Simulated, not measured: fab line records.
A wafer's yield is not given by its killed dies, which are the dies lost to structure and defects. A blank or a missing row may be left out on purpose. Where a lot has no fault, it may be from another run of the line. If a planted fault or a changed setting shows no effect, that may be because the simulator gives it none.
One fault seen from 2 desks || flow rit_cmos || numbers are kept per desk, each desk with only its own; the story behind them comes last

== THE METROLOGY DESK ==
What the gauges read for every lot (on any tool): the sampled wafers with a number, averaged. If a lot's mean is further than 4 standard deviations from the usual mean, the lot is out of limits and carries the mark OUT (the distance appears in the brackets).
Columns: A = cd_nm at RIT_CONTACT_CD_MEAS_08, usual 1000.3 nm; B = CONTACT_OVL at RIT_CONTACT_OVL_MEAS_09, usual -0.2 nm; C = cd_nm at RIT_CONTACT_CD_MEAS_90, usual 1000.3 nm; D = M1_AL_RS at RIT_M1_RS_MEAS_01, usual 0.0751 ohm/sq; E = M1_AL_THK at RIT_M1_THK_MEAS_02, usual 393 nm; F = cd_nm at RIT_M1_CD_MEAS_09, usual 2599.9 nm; G = M1_OVL at RIT_M1_OVL_MEAS_10, usual -0.5 nm
{"lot": "L908", "first seen here": "day 3 05:14", "A": 1003.3, "B": -0.4, "C": 1003.2, "D": 0.0752, "E": 391, "F": 2600.4, "G": 0.4}
{"lot": "L910", "first seen here": "day 3 15:42", "A": 999.5, "B": -1.6, "C": 999.4, "D": 0.0756, "E": 393, "F": 2606.1, "G": -0.1}
{"lot": "L924", "first seen here": "day 6 10:50", "A": 999.0, "B": 1.1, "C": 999.2, "D": "0.0679 (-6.5) OUT", "E": "448 (+9.0) OUT", "F": 2600.9, "G": -1.2}
{"lot": "L929", "first seen here": "day 7 13:29", "A": 999.1, "B": 1.0, "C": 999.0, "D": 0.0747, "E": 396, "F": 2601.7, "G": -0.0}
{"lot": "L931", "first seen here": "day 7 22:15", "A": 998.5, "B": 0.1, "C": 998.7, "D": 0.0753, "E": 392, "F": 2600.9, "G": -1.5}
This desk's result: L924 out of limits, first on L924 (M1_AL_RS at RIT_M1_RS_MEAS_01), day 6 12:20. L908, L910, L929, L931 stayed within limits.

== DESK OF THE TOOL OWNER: pvd_sputter-03 ==
The tool's own readings at RIT_M1_SPUTTER_00 (material Al, target thk 400 nm, time 500 s): means of the sampled wafers that have a number, for each lot that ran on this tool. If a lot's mean is further than 4 standard deviations from the usual mean, the lot is out of limits and carries the mark OUT (the distance appears in the brackets).
Columns: A = throttle_valve_pct at RIT_M1_SPUTTER_00, usual 30.4 %
{"lot": "L910", "first seen here": "day 3 16:51", "A": 30.7}
{"lot": "L924", "first seen here": "day 6 12:02", "A": 31.2}
This desk found nothing out of limits on any of the 2 lots.

== TAKEN TOGETHER ==
On L924, the metrology desk was in a position to raise an alarm at day 6 12:20.
The desk of the tool owner found nothing out of limits.
Tool owner's desk: L924 on record, inside its limits.
Every lot named ran RIT_M1_SPUTTER_00 on pvd_sputter-03.

== WHAT THE SIMULATOR PUT IN ==
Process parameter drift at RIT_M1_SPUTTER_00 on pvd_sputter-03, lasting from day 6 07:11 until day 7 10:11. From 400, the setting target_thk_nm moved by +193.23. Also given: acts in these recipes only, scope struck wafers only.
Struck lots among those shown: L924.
Per desk, hours elapsed from the start of the fault to the first reading out of limits: for the metrology desk, 5.
